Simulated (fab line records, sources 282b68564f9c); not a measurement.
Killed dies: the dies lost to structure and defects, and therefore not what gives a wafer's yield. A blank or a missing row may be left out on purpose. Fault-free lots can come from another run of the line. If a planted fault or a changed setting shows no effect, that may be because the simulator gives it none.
A single fault, viewed from 2 desks -- flow rit_cmos -- each desk has only its own numbers; what lay behind them comes last

## FOR THE TOOL OWNER'S DESK: implanter-03
For each lot that ran on this tool, the mean over its sampled wafers that have a number, from the tool's own readings at RIT_PRETRO_IMPLANT_08. A lot is out of limits, marked OUT, if its mean lies more than 4 standard deviations from the usual mean; the brackets give that distance.
Columns: A = beam_on_s at RIT_PRETRO_IMPLANT_08, usual 9.99 s; B = end_station_pressure_torr at RIT_PRETRO_IMPLANT_08, usual 5.05e-06 Torr; C = faraday_current_uA at RIT_PRETRO_IMPLANT_08, usual 38.1
lot,first seen here,A,B,C
L154,day 2 13:37,10.15,5.05e-06,37.6
L159,day 3 19:26,9.93,5.28e-06,38.4
L161,day 4 01:26,12.26 (+11) OUT,9.70e-05 (+99 or more) OUT,31.4 (-8.8) OUT
L162,day 4 09:31,12.26 (+11) OUT,9.33e-05 (+99 or more) OUT,31.4 (-8.9) OUT
L164,day 4 15:52,12.14 (+11) OUT,9.17e-05 (+99 or more) OUT,31.6 (-8.5) OUT
This desk's finding: out of limits on L161, L162, L164; first on L161, day 4 01:26 (beam_on_s at RIT_PRETRO_IMPLANT_08). Within limits: L154, L159.

## THE METROLOGY DESK
Means of the sampled wafers that have a number, per lot and without regard to the tool the lot ran on: this is what the gauges read. A lot is out of limits, marked OUT, if its mean lies more than 4 standard deviations from the usual mean; the brackets give that distance.
Columns: A = PRETRO_TW at RIT_PRETRO_TW_MEAS_10, usual 471
lot,first seen here,A
L153,day 2 09:19,473
L154,day 2 13:56,476
L158,day 3 11:31,473
L159,day 3 19:43,465
L161,day 4 01:44,505 (+7.6) OUT
L162,day 4 09:50,495 (+5.3) OUT
L164,day 4 16:10,505 (+7.5) OUT
L167,day 5 11:03,475
L168,day 5 13:46,466
L170,day 6 02:45,469
L172,day 6 17:09,468
L173,day 6 23:08,477
L174,day 7 04:14,473
L175,day 7 10:37,464
L176,day 7 15:48,466
This desk's result: L161, L162, L164 out of limits, first on L161 (PRETRO_TW at RIT_PRETRO_TW_MEAS_10), day 4 01:44. Within limits: L153, L154, L158, L159, L167, L168, L170, L172, L173, L174, L175, L176.

## PUT TOGETHER
At day 4 01:26, on L161, L162, L164, the tool owner's desk was in a position to raise an alarm.
L161, L162, L164 would have let the metrology desk raise an alarm at day 4 01:44.
Of the lots named, all ran RIT_PRETRO_IMPLANT_08 on implanter-03.

## WHAT THE SIMULATOR PUT IN
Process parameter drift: implanter-03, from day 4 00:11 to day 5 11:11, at RIT_PRETRO_IMPLANT_08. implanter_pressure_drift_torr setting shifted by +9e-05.
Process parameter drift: implanter-03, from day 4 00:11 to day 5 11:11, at RIT_PRETRO_IMPLANT_08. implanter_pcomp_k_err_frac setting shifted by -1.
Shown lots that were struck: L161, L162, L164.
Delay (hours) between the fault's onset and each desk's first out-of-limits reading: 1 at the tool owner's desk, 2 at the metrology desk.
